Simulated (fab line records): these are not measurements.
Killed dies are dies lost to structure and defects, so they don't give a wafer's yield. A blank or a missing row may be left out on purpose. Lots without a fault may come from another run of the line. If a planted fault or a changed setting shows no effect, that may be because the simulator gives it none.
Struck lot and sound lot, side by side | flow ritCmos | 15 out of 202 route steps
Sound: wafers L577.1, L577.3, L577.4. Wafers struck: L588.2, L588.4, L588.6. At the end, the cause is stated.
At each step with rows: each side's tool, then ch and its chambers, then its first start. Under that, the readings that differ: sound wafers | struck wafers | difference of the means | sigmas: that difference in standard deviations of wafers without a fault.
alike: a reading whose means differ by less than 2 such deviations, as well as words and numbers matching on both sides. not compared: withheld readings; readings where some wafer has no value; bounds like >300 that might hide an equal value; numbers whose values overlap and for which the record gives no deviation.
The two part at a step that has a row with sigmas, a row that says differs or no value, or rows on one side only. Numbers that don't overlap but have no deviation are shown without sigmas and don't part them. A reading missing from all wafers of one side parts the sides only when that side holds two or more wafers.

first, 6 steps without rows for these wafers: RIT_CONTACT_HMDS_02 (prime time 60 s); RIT_CONTACT_COAT_03 (resist thk 1000 nm); RIT_CONTACT_SOFTBAKE_04 (time 60 s); RIT_CONTACT_EXPOSE_05 (exposes mask M11, target cd 1000 nm); RIT_CONTACT_PEB_06; RIT_CONTACT_DEVELOP_07 (develop time 120 s).
RIT_CONTACT_CD_MEAS_08 targets a cd of 1000 nm.
  sound on cdSem-01, day 3 17:22; struck on cdSem-02, day 5 21:07
  alike: cdNm
RIT_CONTACT_OVL_MEAS_09:
  sound on overlay-01, day 3 17:29; struck on overlay-01, day 5 21:13
  alike: CONTACT_OVL
then, 1 step without rows for these wafers: RIT_CONTACT_HARDBAKE_10 (time 60 s).
RIT_CONTACT_ETCH_11: etches SiO2 in CHF3/CF4/Ar, stops on TiSi2, target depth 480 nm, time 320 s.
  sound on rieDiel-02 ch 1,2,3, day 3 17:46; struck on rieDiel-04 ch 1,3, day 5 21:28
  alike: drypumpMotorCurrentA, oesProductAu, throttleValvePct
  not compared: rfHoursCounterH
RIT_CONTACT_STRIP_12: strips in O2, time 180 s.
  sound on plasmaAsher-03 ch 0,1, day 3 17:57; struck on plasmaAsher-04 ch 0,1, day 5 21:40
  alike: drypumpMotorCurrentA
  not compared: rfHoursCounterH
RIT_CONTACT_CD_MEAS_90 targets a cd of 1000 nm.
  sound on cdSem-01, day 3 18:13; struck on cdSem-01, day 5 21:51
  alike: cdNm
RIT_CONTACT_CLEAN_13: cleans in SC1, time 600 s.
  sound on wetBench-02 ch 2, day 3 18:22; struck on wetBench-04 ch 0, day 5 21:57
reading        | sound       | struck      | difference | sigmas
runLengthS (s) | 628 628 628 | 657 657 657 | +29        | +10
  alike: bathHeatDutyPct
then, 1 step without rows for these wafers: RIT_CONTACT_CLEAN_14 (cleans in SC2, time 600 s).
RIT_M1_PROBE_99:
  rows exist in the record for the sound wafers here (prober-01, day 3 22:51), none for the struck ones

## WHERE THEY PART
Last at RIT_M1_PROBE_99 as far as this record goes, first at RIT_CONTACT_CLEAN_13.

WHY: what the simulator had put in
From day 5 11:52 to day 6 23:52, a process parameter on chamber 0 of wetBench-04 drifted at RIT_CONTACT_CLEAN_13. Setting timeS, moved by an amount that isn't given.
